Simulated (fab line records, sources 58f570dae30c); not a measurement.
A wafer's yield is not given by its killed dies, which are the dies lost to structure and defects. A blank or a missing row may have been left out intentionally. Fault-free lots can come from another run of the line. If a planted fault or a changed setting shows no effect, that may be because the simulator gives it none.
2 desks, one fault ; flow berkeley_cmos170 ; what lay behind the numbers comes last; until then each desk has only its own

TOOL OWNER'S DESK, lpcvd-01
The tool's own readings at UCB170_PWELL_CVD_05 (deposits Si3N4 from SiH2Cl2/NH3, target thk 220 nm, time 3300 s): means of the sampled wafers that have a number, for each lot that ran on this tool. If a lot's mean is further than 4 standard deviations from the usual mean, the lot is out of limits and carries the mark OUT (the distance appears in the brackets).
Columns: A = nh3_flow_sccm at UCB170_PWELL_CVD_05, usual 74.96 sccm
lot;first seen here;A
L749;day 3 01:19;74.85
L753;day 4 00:14;74.86
L755;day 4 11:08;75.22
L758;day 5 08:51;75.05
L759;day 5 08:51;75.02
L760;day 5 15:03;74.59
L761;day 5 22:49;75.01
L762;day 5 22:49;74.85
This desk found nothing out of limits on any of the 8 lots.

THE METROLOGY DESK
Lot by lot, what the gauges showed, no matter which tool ran the lot: averages of those sampled wafers that carry a number. If a lot's mean is further than 4 standard deviations from the usual mean, the lot is out of limits and carries the mark OUT (the distance appears in the brackets).
Columns: A = NWELL_OXIDE_THK at UCB170_NWELL_THK_MEAS_02, usual 26.4 nm; B = PWELL_NITRIDE_THK at UCB170_PWELL_THK_MEAS_06, usual 218.5 nm; C = WELLDRIVE_OXIDE_THK at UCB170_WELLDRIVE_THK_MEAS_02, usual 199 nm; D = ACTIVE_OXIDE_THK at UCB170_ACTIVE_THK_MEAS_03, usual 26.4 nm
lot;first seen here;A;B;C;D
L749;day 2 01:02;26.5;217.8;201;26.5
L751;day 2 08:31;26.4;221.8;204;26.8
L750;day 2 08:32;26.6;218.1;204;26.0
L753;day 2 21:14;27.0;220.0;201;25.7
L755;day 3 10:43;26.4;218.4;196;25.9
L757;day 3 18:30;26.4;221.6;201;26.6
L759;day 4 02:57;26.4;216.2;203;26.1
L758;day 4 02:58;26.2;217.4;202;26.0
L760;day 4 11:38;27.0;203.7 (-7.4) OUT;198;26.1
L762;day 4 20:29;26.6;203.7 (-7.4) OUT;203;26.3
L761;day 4 20:30;27.1;200.9 (-8.8) OUT;202;26.9
L764;day 5 11:53;26.5;217.8;195;25.9
L771;day 6 18:14;26.5;218.9;195;26.0
L770;day 6 18:14;26.4;218.9;198;26.2
L772;day 7 00:53;26.5;217.5;197;27.0
This desk finds L760, L761, L762 out of limits, with the earliest case on L760 at day 5 16:58 (PWELL_NITRIDE_THK at UCB170_PWELL_THK_MEAS_06). L749, L751, L750, L753, L755, L757, L759, L758, L764, L771, L770, L772 stayed within limits.

TAKEN TOGETHER
Metrology desk: alarm possible at day 5 16:58 on L760, L761, L762.
The tool owner's desk saw nothing out of limits.
On record at the tool owner's desk: L760, L761, L762, within its limits.
Every lot named ran UCB170_PWELL_CVD_05 on lpcvd-01.

WHAT WAS PUT IN BY THE SIMULATOR
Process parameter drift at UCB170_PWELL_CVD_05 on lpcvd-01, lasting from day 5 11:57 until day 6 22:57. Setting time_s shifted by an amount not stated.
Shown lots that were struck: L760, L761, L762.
Hours from the fault's start to each desk's first reading out of limits: the metrology desk, 5.
